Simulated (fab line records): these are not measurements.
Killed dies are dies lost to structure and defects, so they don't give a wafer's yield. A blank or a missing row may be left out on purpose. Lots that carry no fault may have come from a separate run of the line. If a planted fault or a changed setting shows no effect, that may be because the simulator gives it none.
fab line records ; flow berkeleyCmos170 ; part 1 of 2: steps 1 to 27 of 35
[record] lots = 5; wafers = 15; lastDay = 12
route steps=331 shown NVT@110 PVT@115 GATE@125 FIELD@126
lots with no fault: from the same line, run without faults
startH: hours from the record's opening day to when the first of the lot's shown wafers began ; waitH: how many hours have passed since the lot's step before this one ; " the same as in the row above ; L1.1+2: a row that stands for several wafers ; - no value, or no start was given ; * or withheld: withheld ; < > ~ a bound
route shown NAME@n: NAME is a module with steps in the file, n the number in the route of the first one ; usual: mean/standard deviation taken from wafers without a fault ; same: alike in all rows ; chamber/n: place in a boat ; sites: the reading at each site ; _std_site: standard deviation of those values ; _edge_site: outer sites' mean less inner sites' ; radiusMm: for every site, how far away it sits from the centre of the wafer ; mask NAME#n: copy n ; behind: tool/chamber where the wafer was last shaped ; hold: reason for holding the lot/hours on hold/outcome of the hold ; device: whichever transistor did not switch (one of n, p or np) ; end of line: the same wafers' tests at the end of the route ; a step without rows: its recipe alone ; killed: the dies lost at the first sort to structure and to defects; this is not the yield of the wafer ; map: per-die view of a wafer (x killed, . not killed, _ where there is no die)
set.NAME: the run value of the setting; set.NAME@STEP: its run value at that earlier step ; model.NAME: the simulator's own value behind a step, which no gauge read
lots seen at some steps along the route; tables by step, rows by wafer
services: a tool's chamber out of use, with start hour (startH, from the record's first day; less than 0 if before it), hours out, and reason
[[steps]]
[step UCB170_NVT_OVL_MEAS_06]
[usual] NVT_OVL = 2/4.2
lot.wafer;tool;chamber;startH;waitH;NVT_OVL[nm]
L076.1;overlay-02;-;128.90;-;7
L076.3;overlay-02;-;128.90;-;10
L076.5;overlay-02;-;128.90;-;11
L079.2;overlay-01;-;154.05;-;4
L079.4;overlay-01;-;154.05;-;4
L079.6;overlay-01;-;154.05;-;7
L087.3;overlay-01;-;185.25;-;3
L087.5;overlay-01;-;185.25;-;2
L087.6;overlay-01;-;185.25;-;-1
L090.2;overlay-01;-;193.24;-;3
L090.3;overlay-01;-;193.24;-;0
L090.6;overlay-01;-;193.24;-;-1
L096.1;overlay-02;-;233.96;-;3
L096.4;overlay-02;-;233.96;-;8
L096.6;overlay-02;-;233.96;-;3
[step UCB170_NVT_IMPLANT_07]
[recipe] species = BF2; doseCm2 = 3e+12; energyKev = 50; tiltDeg = 7
[usual] beamEnergyKeV = 49.996/0.015; faradayCurrentUA = 9.50/0.2
lot.wafer;tool;chamber;startH;waitH;beamEnergyKeV;faradayCurrentUA
L076.1;implanter-01;0;128.93;0.0;49.985;9.66
L076.3;implanter-01;0;128.93;0.0;49.990;9.49
L076.5;implanter-01;0;128.93;0.0;49.976;9.36
L079.2;implanter-01;0;154.11;0.0;49.964;9.98
L079.4;implanter-01;0;154.11;0.0;49.975;9.56
L079.6;implanter-01;0;154.11;0.0;49.954;9.34
L087.3;implanter-01;0;185.32;0.1;50.002;9.66
L087.5;implanter-01;0;185.32;0.1;49.988;9.57
L087.6;implanter-01;0;185.32;0.1;49.997;9.58
L090.2;implanter-02;0;193.30;0.0;49.985;9.41
L090.3;implanter-02;0;193.30;0.0;50.004;9.58
L090.6;implanter-02;0;193.30;0.0;50.009;9.14
L096.1;implanter-03;0;234.00;0.0;49.997;9.52
L096.4;implanter-03;0;234.00;0.0;49.983;9.53
L096.6;implanter-03;0;234.00;0.0;50.002;9.24
[step UCB170_NVT_STRIP_08]
[recipe] chemistry = O2; powerW = 400; pressureMtorr = 3500; platenTempC = withheld; o2FlowSccm = 400; overashFraction = 0.5
[usual] chamberPressureMTorr = 3500/3.6; drypumpMotorCurrentA = 5.7/0.62; oesProductAu = 0.734/0.0046; stripTimeToEndpointS = 21.61/0.061
[same] overashFraction = 0.5
lot.wafer;tool;chamber;startH;waitH;chamberPressureMTorr;drypumpMotorCurrentA;oesProductAu;rfHoursCounterH;stripTimeToEndpointS
L076.1;plasmaAsher-01;0;129.08;0.1;3502;4.8;0.728;33;21.78
L076.3;plasmaAsher-01;0;129.08;0.1;3501;4.7;0.735;-;21.68
L076.5;plasmaAsher-01;0;129.08;0.1;3500;4.8;0.735;-;21.67
L079.2;plasmaAsher-02;0;154.23;0.1;3503;5.1;0.729;45;21.67
L079.4;plasmaAsher-02;0;154.23;0.1;3496;5.1;0.731;-;21.69
L079.6;plasmaAsher-02;0;154.23;0.1;3500;5.1;0.728;-;21.73
L087.3;plasmaAsher-01;1;185.46;0.1;3495;5.4;0.733;-;21.58
L087.5;plasmaAsher-01;1;185.46;0.1;3495;5.4;0.729;-;21.57
L087.6;plasmaAsher-01;0;185.46;0.1;3500;4.8;0.740;-;21.63
L090.2;plasmaAsher-02;0;193.42;0.1;3497;5.1;0.734;49;21.60
L090.3;plasmaAsher-02;1;193.42;0.1;3496;5.8;0.727;-;21.56
L090.6;plasmaAsher-02;1;193.42;0.1;3499;5.8;0.741;-;21.60
L096.1;plasmaAsher-02;1;234.15;0.1;3502;5.8;0.742;54;21.61
L096.4;plasmaAsher-02;0;234.15;0.1;3496;5.1;0.735;-;21.65
L096.6;plasmaAsher-02;0;234.15;0.1;3502;5.1;0.729;-;21.66
[step UCB170_NVT_TW_MEAS_09]
[usual] NVT_TW = 526/4.1
lot.wafer;tool;chamber;startH;waitH;NVT_TW
L076.1;filmMetro-04;-;129.18;0.1;530
L076.3;filmMetro-04;-;129.18;0.1;531
L076.5;filmMetro-04;-;129.18;0.1;533
L079.2;filmMetro-02;-;154.34;0.1;523
L079.4;filmMetro-02;-;154.34;0.1;522
L079.6;filmMetro-02;-;154.34;0.1;521
L087.3;filmMetro-03;-;185.54;0.1;522
L087.5;filmMetro-03;-;185.54;0.1;523
L087.6;filmMetro-03;-;185.54;0.1;523
L090.2;filmMetro-03;-;193.53;0.1;520
L090.3;filmMetro-03;-;193.53;0.1;525
L090.6;filmMetro-03;-;193.53;0.1;524
L096.1;filmMetro-03;-;234.25;0.1;518
L096.4;filmMetro-03;-;234.25;0.1;519
L096.6;filmMetro-03;-;234.25;0.1;520
[step UCB170_NVT_CLEAN_10]
[recipe] chemistry = SPM; tempC = 120; timeS = 600
[same] timeS = 600
lot.wafer;tool;chamber;startH;waitH
L076.1+3+5;wetBench-04;3;129.74;0.5
L079.2+4+6;wetBench-02;3;154.39;0.0
L087.3+5+6;wetBench-04;3;185.68;0.1
L090.2+3+6;wetBench-02;0;193.58;0.0
L096.1+4+6;wetBench-04;2;234.31;0.1
[step UCB170_PVT_HMDS_00]
[recipe] primeTimeS = 60; primeTempC = 100
lot.wafer;tool;chamber;startH;waitH
L076.1+3+5;lithoTrack-03;0;130.70;0.8
L079.2+4+6;lithoTrack-02;0;155.25;0.5
L087.3+5+6;lithoTrack-03;0;187.84;2.0
L090.2+3+6;lithoTrack-03;0;194.14;0.4
L096.1+4+6;lithoTrack-01;0;234.48;0.0
[step UCB170_PVT_COAT_01]
[recipe] resist = KrF; spinRpm = 1500; resistThkNm = 900
lot.wafer;tool;chamber;startH;waitH
L076.1+3+5;lithoTrack-03;0;130.85;0.1
L079.2+4+6;lithoTrack-02;0;155.40;0.1
L087.3+5+6;lithoTrack-03;0;187.99;0.1
L090.2+3+6;lithoTrack-03;0;194.29;0.1
L096.1+4+6;lithoTrack-01;0;234.63;0.1
[step UCB170_PVT_SOFTBAKE_02]
[recipe] resist = KrF; tempC = 130; timeS = 60
[usual] heaterPowerTotalW = 56.80/0.044
[same] timeS = 60
lot.wafer;tool;chamber;startH;waitH;heaterPowerTotalW
L076.1;lithoTrack-03;0;131.00;0.1;56.75
L076.3;lithoTrack-03;0;131.00;0.1;56.80
L076.5;lithoTrack-03;0;131.00;0.1;56.72
L079.2;lithoTrack-02;0;155.55;0.1;56.83
L079.4;lithoTrack-02;0;155.55;0.1;56.74
L079.6;lithoTrack-02;0;155.55;0.1;56.82
L087.3;lithoTrack-03;0;188.14;0.1;56.73
L087.5;lithoTrack-03;0;188.14;0.1;56.77
L087.6;lithoTrack-03;0;188.14;0.1;56.80
L090.2;lithoTrack-03;0;194.44;0.1;56.81
L090.3;lithoTrack-03;0;194.44;0.1;56.75
L090.6;lithoTrack-03;0;194.44;0.1;56.88
L096.1;lithoTrack-01;0;234.78;0.1;56.88
L096.4;lithoTrack-01;0;234.78;0.1;56.78
L096.6;lithoTrack-01;0;234.78;0.1;56.78
[step UCB170_PVT_EXPOSE_03]
[recipe] maskId = NWELL; targetCdNm = 3000; na = 0.5; sigmaOuter = 0.6; sourceShape = conventional; doseMj = 30
[usual] exposureDoseMJCm2 = 30.000/0.029; stageVelMmS = 500.01/0.24
[same] na = 0.5; sigmaOuter = 0.6
lot.wafer;tool;chamber;startH;waitH;mask;exposureDoseMJCm2;stageVelMmS
L076.1;krfScanner-02;0;131.36;0.3;NWELL#0;30.003;500.08
L076.3;krfScanner-02;0;131.36;0.3;NWELL#0;30.002;500.34
L076.5;krfScanner-02;0;131.36;0.3;NWELL#0;29.982;499.94
L079.2;krfScanner-02;0;155.82;0.2;NWELL#0;29.985;499.83
L079.4;krfScanner-02;0;155.82;0.2;NWELL#0;30.003;500.13
L079.6;krfScanner-02;0;155.82;0.2;NWELL#0;29.981;500.19
L087.3;krfScanner-02;0;-;-;NWELL#0;30.028;500.01
L087.5;krfScanner-02;0;-;-;NWELL#0;30.014;499.99
L087.6;krfScanner-02;0;-;-;NWELL#0;29.991;499.89
L090.2;krfScanner-02;0;194.58;0.1;NWELL#0;29.995;499.94
L090.3;krfScanner-02;0;194.58;0.1;NWELL#0;29.985;500.10
L090.6;krfScanner-02;0;194.58;0.1;NWELL#0;29.970;500.07
L096.1;krfScanner-01;0;235.06;0.2;NWELL#0;30.035;499.77
L096.4;krfScanner-01;0;235.06;0.2;NWELL#0;30.046;500.06
L096.6;krfScanner-01;0;235.06;0.2;NWELL#0;30.065;499.46
[step UCB170_PVT_PEB_04]
[recipe] pebTempC = 130; pebTimeS = withheld; resist = KrF
[usual] heaterPowerTotalW = 56.79/0.045
lot.wafer;tool;chamber;startH;waitH;heaterPowerTotalW
L076.1;lithoTrack-01;0;132.05;0.7;56.78
L076.3;lithoTrack-01;0;132.05;0.7;56.75
L076.5;lithoTrack-01;0;132.05;0.7;56.77
L079.2;lithoTrack-03;0;156.51;0.7;56.84
L079.4;lithoTrack-03;0;156.51;0.7;56.79
L079.6;lithoTrack-03;0;156.51;0.7;56.80
L087.3;lithoTrack-02;0;-;-;56.74
L087.5;lithoTrack-02;0;-;-;56.81
L087.6;lithoTrack-02;0;-;-;56.79
L090.2;lithoTrack-02;0;194.70;0.1;56.76
L090.3;lithoTrack-02;0;194.70;0.1;56.82
L090.6;lithoTrack-02;0;194.70;0.1;56.77
L096.1;lithoTrack-02;0;235.17;0.1;56.75
L096.4;lithoTrack-02;0;235.17;0.1;56.71
L096.6;lithoTrack-02;0;235.17;0.1;56.77
[step UCB170_PVT_DEVELOP_05]
[recipe] developer = TMAH; developTimeS = 45; resist = KrF; devTempC = 21
[usual] developerTempC = 21.01/0.12
[same] developTimeS = 45
lot.wafer;tool;chamber;startH;waitH;developerTempC
L076.1;lithoTrack-01;0;-;-;20.83
L076.3;lithoTrack-01;0;-;-;21.21
L076.5;lithoTrack-01;0;-;-;20.89
L079.2;lithoTrack-03;0;-;-;21.08
L079.4;lithoTrack-03;0;-;-;20.91
L079.6;lithoTrack-03;0;-;-;20.95
L087.3;lithoTrack-02;0;-;-;21.06
L087.5;lithoTrack-02;0;-;-;21.02
L087.6;lithoTrack-02;0;-;-;21.22
L090.2;lithoTrack-02;0;-;-;21.03
L090.3;lithoTrack-02;0;-;-;20.81
L090.6;lithoTrack-02;0;-;-;21.02
L096.1;lithoTrack-02;0;-;-;20.86
L096.4;lithoTrack-02;0;-;-;20.92
L096.6;lithoTrack-02;0;-;-;20.96
[step UCB170_PVT_OVL_MEAS_06]
[usual] PVT_OVL = 1/4.6
lot.wafer;tool;chamber;startH;waitH;PVT_OVL[nm]
L076.1;overlay-02;-;132.33;-;5
L076.3;overlay-02;-;132.33;-;2
L076.5;overlay-02;-;132.33;-;3
L079.2;overlay-01;-;156.76;-;-4
L079.4;overlay-01;-;156.76;-;-6
L079.6;overlay-01;-;156.76;-;-6
L087.3;overlay-02;-;189.82;-;-6
L087.5;overlay-02;-;189.82;-;-5
L087.6;overlay-02;-;189.82;-;-3
L090.2;overlay-02;-;194.96;-;4
L090.3;overlay-02;-;194.96;-;0
L090.6;overlay-02;-;194.96;-;-1
L096.1;overlay-02;-;235.45;-;2
L096.4;overlay-02;-;235.45;-;5
L096.6;overlay-02;-;235.45;-;1
[step UCB170_PVT_IMPLANT_07]
[recipe] species = P; doseCm2 = 2e+12; energyKev = 30; tiltDeg = 7
[usual] beamEnergyKeV = 30.000/0.0092; faradayCurrentUA = 6.36/0.12
lot.wafer;tool;chamber;startH;waitH;beamEnergyKeV;faradayCurrentUA
L076.1;implanter-02;0;132.36;0.0;29.971;6.26
L076.3;implanter-02;0;132.36;0.0;29.995;6.38
L076.5;implanter-02;0;132.36;0.0;29.981;6.33
L079.2;implanter-03;0;156.82;0.0;29.987;6.14
L079.4;implanter-03;0;156.82;0.0;29.986;6.44
L079.6;implanter-03;0;156.82;0.0;29.989;6.24
L087.3;implanter-04;0;189.90;0.1;30.003;6.41
L087.5;implanter-04;0;189.90;0.1;29.992;6.40
L087.6;implanter-04;0;189.90;0.1;29.990;6.31
L090.2;implanter-02;0;195.01;0.0;29.982;6.45
L090.3;implanter-02;0;195.01;0.0;29.996;6.30
L090.6;implanter-02;0;195.01;0.0;29.976;6.34
L096.1;implanter-04;0;235.48;0.0;29.997;6.36
L096.4;implanter-04;0;235.48;0.0;30.011;6.40
L096.6;implanter-04;0;235.48;0.0;30.004;6.57
[step UCB170_PVT_STRIP_08]
[recipe] chemistry = O2; powerW = 400; pressureMtorr = 3500; platenTempC = withheld; o2FlowSccm = 400; overashFraction = 0.5
[usual] chamberPressureMTorr = 3500/3.4; drypumpMotorCurrentA = 5.8/0.58; oesProductAu = 0.734/0.0042; stripTimeToEndpointS = 21.64/0.065
[same] overashFraction = 0.5
lot.wafer;tool;chamber;startH;waitH;chamberPressureMTorr;drypumpMotorCurrentA;oesProductAu;rfHoursCounterH;stripTimeToEndpointS
L076.1;plasmaAsher-03;1;132.51;0.1;3505;6.0;0.728;40;21.73
L076.3;plasmaAsher-03;0;132.51;0.1;3497;5.0;0.736;-;21.63
L076.5;plasmaAsher-03;1;132.51;0.1;3502;6.1;0.736;-;21.69
L079.2;plasmaAsher-04;0;156.94;0.1;3497;6.7;0.738;4;21.64
L079.4;plasmaAsher-04;0;156.94;0.1;3498;6.7;0.733;-;21.69
L079.6;plasmaAsher-04;1;156.94;0.1;3503;6.1;0.735;-;21.68
L087.3;plasmaAsher-04;1;190.03;0.1;3509;6.1;0.738;-;21.70
L087.5;plasmaAsher-04;1;190.03;0.1;3496;6.0;0.727;-;21.77
L087.6;plasmaAsher-04;0;190.03;0.1;3503;6.7;0.732;-;21.66
L090.2;plasmaAsher-04;0;195.14;0.1;3500;6.7;0.740;10;21.53
L090.3;plasmaAsher-04;1;195.14;0.1;3502;6.1;0.734;-;21.56
L090.6;plasmaAsher-04;1;195.14;0.1;3493;6.0;0.724;-;21.55
L096.1;plasmaAsher-02;0;235.63;0.1;3505;5.1;0.742;54;21.61
L096.4;plasmaAsher-02;1;235.63;0.1;3501;5.8;0.733;-;21.54
L096.6;plasmaAsher-02;1;235.63;0.1;3505;5.8;0.730;-;21.55
[step UCB170_PVT_TW_MEAS_09]
[usual] PVT_TW = 508/3.4
lot.wafer;tool;chamber;startH;waitH;PVT_TW
L076.1;filmMetro-02;-;132.65;0.1;505
L076.3;filmMetro-02;-;132.65;0.1;507
L076.5;filmMetro-02;-;132.65;0.1;505
L079.2;filmMetro-02;-;157.05;0.1;503
L079.4;filmMetro-02;-;157.05;0.1;503
L079.6;filmMetro-02;-;157.05;0.1;507
L087.3;filmMetro-01;-;190.12;0.1;509
L087.5;filmMetro-01;-;190.12;0.1;511
L087.6;filmMetro-01;-;190.12;0.1;511
L090.2;filmMetro-02;-;195.25;0.1;507
L090.3;filmMetro-02;-;195.25;0.1;506
L090.6;filmMetro-02;-;195.25;0.1;506
L096.1;filmMetro-01;-;235.73;0.1;509
L096.4;filmMetro-01;-;235.73;0.1;507
L096.6;filmMetro-01;-;235.73;0.1;509
[step UCB170_GATE_WET_ETCH_00]
[recipe] chemistry = dHF; dilution = 25:1; target = SiO2; tempC = 25; timeS = 200
[same] timeS = 200
lot.wafer;tool;chamber;startH;waitH
L076.1+3+5;wetBench-01;2;132.73;0.1
L079.2+4+6;wetBench-01;1;158.16;1.1
L087.3+5+6;wetBench-01;2;190.39;0.3
L090.2+3+6;wetBench-01;0;195.31;0.1
L096.1+4+6;wetBench-01;1;235.79;0.1
[step UCB170_FIELD_THK_MEAS_91]
[recipe] reads = SiO2_of_FIELD_OXIDATION_01
[usual] FIELD_OXIDE_LEFT_2_THK = 352/10
lot.wafer;tool;chamber;startH;waitH;FIELD_OXIDE_LEFT_2_THK[nm]
L076.1;filmMetro-04;-;132.80;0.0;373
L076.3;filmMetro-04;-;132.80;0.0;357
L076.5;filmMetro-04;-;132.80;0.0;355
L079.2;filmMetro-04;-;158.31;0.0;349
L079.4;filmMetro-04;-;158.31;0.0;354
L079.6;filmMetro-04;-;158.31;0.0;353
L087.3;filmMetro-01;-;190.48;0.0;329
L087.5;filmMetro-01;-;190.48;0.0;325
L087.6;filmMetro-01;-;190.48;0.0;338
L090.2;filmMetro-01;-;195.38;0.0;350
L090.3;filmMetro-01;-;195.38;0.0;359
L090.6;filmMetro-01;-;195.38;0.0;352
L096.1;filmMetro-02;-;235.86;0.0;349
L096.4;filmMetro-02;-;235.86;0.0;351
L096.6;filmMetro-02;-;235.86;0.0;349
[step UCB170_GATE_OXIDATION_01]
[recipe] tempC = 850; ambient = O2; targetThkA = 66; oxTimeS = 1800
[usual] zonePowerCentrePct = 37.8/2
lot.wafer;tool;chamber;startH;waitH;zonePowerCentrePct
L076.1;furnace-04;0;134.33;1.5;39.0
L076.3;furnace-04;0;134.33;1.5;38.4
L076.5;furnace-04;0;134.33;1.5;38.9
L079.2;furnace-02;0;160.45;2.1;34.4
L079.4;furnace-02;0;160.45;2.1;33.5
L079.6;furnace-02;0;160.45;2.1;32.5
L087.3;furnace-01;0;194.11;3.6;38.7
L087.5;furnace-01;0;194.11;3.6;39.6
L087.6;furnace-01;0;194.11;3.6;38.9
L090.2;furnace-01;0;200.89;5.5;39.1
L090.3;furnace-01;0;200.89;5.5;38.6
L090.6;furnace-01;0;200.89;5.5;38.5
L096.1;furnace-04;0;241.39;5.5;38.3
L096.4;furnace-04;0;241.39;5.5;38.4
L096.6;furnace-04;0;241.39;5.5;38.6
[step UCB170_GATE_THK_MEAS_02]
[recipe] reads = SiO2_of_GATE_OXIDATION_01
[usual] GATE_OXIDE_THK = 6.53/0.12
lot.wafer;tool;chamber;startH;waitH;GATE_OXIDE_THK[nm]
L076.1;filmMetro-01;-;135.89;0.1;6.53
L076.3;filmMetro-01;-;135.89;0.1;6.42
L076.5;filmMetro-01;-;135.89;0.1;6.43
L079.2;filmMetro-02;-;161.96;0.0;6.80
L079.4;filmMetro-02;-;161.96;0.0;6.66
L079.6;filmMetro-02;-;161.96;0.0;6.67
L087.3;filmMetro-01;-;195.63;0.0;6.61
L087.5;filmMetro-01;-;195.63;0.0;6.46
L087.6;filmMetro-01;-;195.63;0.0;6.45
L090.2;filmMetro-02;-;202.40;0.0;6.56
L090.3;filmMetro-02;-;202.40;0.0;6.64
L090.6;filmMetro-02;-;202.40;0.0;6.62
L096.1;filmMetro-01;-;242.89;0.0;6.47
L096.4;filmMetro-01;-;242.89;0.0;6.56
L096.6;filmMetro-01;-;242.89;0.0;6.41
[step UCB170_GATE_ANNEAL_03]
[recipe] tempC = 900; timeS = 1800; ambient = N2
[usual] zonePowerCentrePct = 39.7/2.5
[same] timeS = 1800
lot.wafer;tool;chamber;startH;waitH;zonePowerCentrePct
L076.1;furnace-04;0;140.08;4.2;41.7
L076.3;furnace-04;0;140.08;4.2;40.6
L076.5;furnace-04;0;140.08;4.2;40.9
L079.2;furnace-04;0;164.94;3.0;40.6
L079.4;furnace-04;0;164.94;3.0;41.0
L079.6;furnace-04;0;164.94;3.0;41.0
L087.3;furnace-02;0;202.08;6.4;36.4
L087.5;furnace-02;0;202.08;6.4;35.7
L087.6;furnace-02;0;202.08;6.4;34.8
L090.2;furnace-02;0;207.33;4.9;36.1
L090.3;furnace-02;0;207.33;4.9;35.8
L090.6;furnace-02;0;207.33;4.9;35.3
L096.1;furnace-04;0;248.57;5.7;41.0
L096.4;furnace-04;0;248.57;5.7;41.4
L096.6;furnace-04;0;248.57;5.7;40.7
[step UCB170_GATE_CVD_04]
[recipe] material = poly-Si; tempC = 610; precursor = SiH4; timeS = 1440; pressureMtorr = 375; targetThkNm = 214; sih4FlowSccm = 120
[usual] zonePowerCentrePct = 30.4/2.8
[same] timeS = 1440
lot.wafer;tool;chamber;startH;waitH;zonePowerCentrePct
L076.1;lpcvd-01;1;141.58;0.0;32.4
L076.3;lpcvd-01;1;141.58;0.0;32.6
L076.5;lpcvd-01;1;141.58;0.0;32.7
L079.2;lpcvd-01;0;166.44;0.0;26.7
L079.4;lpcvd-01;0;166.44;0.0;26.4
L079.6;lpcvd-01;0;166.44;0.0;26.3
L087.3;lpcvd-01;0;203.58;0.0;26.6
L087.5;lpcvd-01;0;203.58;0.0;26.4
L087.6;lpcvd-01;0;203.58;0.0;27.0
L090.2;lpcvd-01;1;208.83;0.0;33.1
L090.3;lpcvd-01;1;208.83;0.0;32.2
L090.6;lpcvd-01;1;208.83;0.0;33.0
L096.1;lpcvd-01;1;250.07;0.0;32.4
L096.4;lpcvd-01;1;250.07;0.0;32.3
L096.6;lpcvd-01;1;250.07;0.0;32.3
[step UCB170_GATE_THK_MEAS_05]
[recipe] reads = poly-Si_of_GATE_CVD_04
[usual] GATE_POLY_THK = 213.8/1.9
lot.wafer;tool;chamber;startH;waitH;GATE_POLY_THK[nm]
L076.1;filmMetro-01;-;143.10;0.1;216.0
L076.3;filmMetro-01;-;143.10;0.1;216.3
L076.5;filmMetro-01;-;143.10;0.1;214.9
L079.2;filmMetro-02;-;167.85;0.0;212.5
L079.4;filmMetro-02;-;167.85;0.0;214.0
L079.6;filmMetro-02;-;167.85;0.0;213.1
L087.3;filmMetro-01;-;205.06;0.1;213.4
L087.5;filmMetro-01;-;205.06;0.1;212.8
L087.6;filmMetro-01;-;205.06;0.1;212.5
L090.2;filmMetro-01;-;210.24;0.0;209.7
L090.3;filmMetro-01;-;210.24;0.0;210.6
L090.6;filmMetro-01;-;210.24;0.0;210.1
L096.1;filmMetro-02;-;251.47;0.0;215.0
L096.4;filmMetro-02;-;251.47;0.0;213.4
L096.6;filmMetro-02;-;251.47;0.0;215.0
[step UCB170_GATE_COAT_06]
[recipe] resist = BARC; tempC = withheld; timeS = withheld; spinRpm = 3000; resistThkNm = withheld
lot.wafer;tool;chamber;startH;waitH
L076.1+3+5;lithoTrack-02;0;143.49;0.4
L079.2+4+6;lithoTrack-04;0;167.93;0.1
L087.3+5+6;lithoTrack-03;0;205.63;0.6
L090.2+3+6;lithoTrack-02;0;210.75;0.5
L096.1+4+6;lithoTrack-02;0;251.59;0.1
[step UCB170_GATE_COAT_07]
[recipe] resist = KrF; spinRpm = 1500; resistThkNm = 900
lot.wafer;tool;chamber;startH;waitH
L076.1+3+5;lithoTrack-02;0;-;-
L079.2+4+6;lithoTrack-04;0;-;-
L087.3+5+6;lithoTrack-03;0;-;-
L090.2+3+6;lithoTrack-02;0;-;-
L096.1+4+6;lithoTrack-02;0;-;-
[step UCB170_GATE_SOFTBAKE_08]
[recipe] resist = KrF; tempC = 130; timeS = 60
[usual] heaterPowerTotalW = 56.80/0.044
[same] timeS = 60
lot.wafer;tool;chamber;startH;waitH;heaterPowerTotalW
L076.1;lithoTrack-02;0;-;-;56.84
L076.3;lithoTrack-02;0;-;-;56.79
L076.5;lithoTrack-02;0;-;-;56.82
L079.2;lithoTrack-04;0;-;-;56.81
L079.4;lithoTrack-04;0;-;-;56.82
L079.6;lithoTrack-04;0;-;-;56.82
L087.3;lithoTrack-03;0;-;-;56.77
L087.5;lithoTrack-03;0;-;-;56.78
L087.6;lithoTrack-03;0;-;-;56.75
L090.2;lithoTrack-02;0;-;-;56.77
L090.3;lithoTrack-02;0;-;-;56.77
L090.6;lithoTrack-02;0;-;-;56.82
L096.1;lithoTrack-02;0;-;-;56.80
L096.4;lithoTrack-02;0;-;-;56.77
L096.6;lithoTrack-02;0;-;-;56.73
[step UCB170_GATE_EXPOSE_09]
[recipe] maskId = POLY; targetCdNm = 350; na = 0.5; sigmaOuter = 0.6; sourceShape = conventional; doseMj = 21
[usual] exposureDoseMJCm2 = 20.990/0.025; stageVelMmS = 500.04/0.24
[same] na = 0.5; sigmaOuter = 0.6
lot.wafer;tool;chamber;startH;waitH;mask;exposureDoseMJCm2;stageVelMmS
L076.1;krfScanner-02;0;144.16;-;POLY#0;20.965;499.93
L076.3;krfScanner-02;0;144.16;-;POLY#0;21.001;499.92
L076.5;krfScanner-02;0;144.16;-;POLY#0;20.951;499.83
L079.2;krfScanner-01;0;168.61;-;POLY#0;20.997;499.98
L079.4;krfScanner-01;0;168.61;-;POLY#0;20.987;500.18
L079.6;krfScanner-01;0;168.61;-;POLY#0;20.992;500.20
L087.3;krfScanner-02;0;206.22;-;POLY#0;21.007;500.35
L087.5;krfScanner-02;0;206.22;-;POLY#0;21.002;499.63
L087.6;krfScanner-02;0;206.22;-;POLY#0;20.977;500.00
L090.2;krfScanner-02;0;211.32;-;POLY#0;20.971;499.79
L090.3;krfScanner-02;0;211.32;-;POLY#0;20.978;500.08
L090.6;krfScanner-02;0;211.32;-;POLY#0;20.963;499.56
L096.1;krfScanner-02;0;252.22;-;POLY#0;20.991;500.08
L096.4;krfScanner-02;0;252.22;-;POLY#0;20.994;500.18
L096.6;krfScanner-02;0;252.22;-;POLY#0;20.956;500.25
[step UCB170_GATE_PEB_10]
[recipe] pebTempC = 130; pebTimeS = withheld; resist = KrF
[usual] heaterPowerTotalW = 56.80/0.043
lot.wafer;tool;chamber;startH;waitH;heaterPowerTotalW
L076.1;lithoTrack-03;0;144.64;0.5;56.81
L076.3;lithoTrack-03;0;144.64;0.5;56.79
L076.5;lithoTrack-03;0;144.64;0.5;56.77
L079.2;lithoTrack-02;0;168.73;0.1;56.78
L079.4;lithoTrack-02;0;168.73;0.1;56.77
L079.6;lithoTrack-02;0;168.73;0.1;56.83
L087.3;lithoTrack-03;0;206.36;0.1;56.89
L087.5;lithoTrack-03;0;206.36;0.1;56.73
L087.6;lithoTrack-03;0;206.36;0.1;56.77
L090.2;lithoTrack-03;0;211.67;0.3;56.88
L090.3;lithoTrack-03;0;211.67;0.3;56.74
L090.6;lithoTrack-03;0;211.67;0.3;56.85
L096.1;lithoTrack-03;0;252.34;0.1;56.81
L096.4;lithoTrack-03;0;252.34;0.1;56.80
L096.6;lithoTrack-03;0;252.34;0.1;56.86
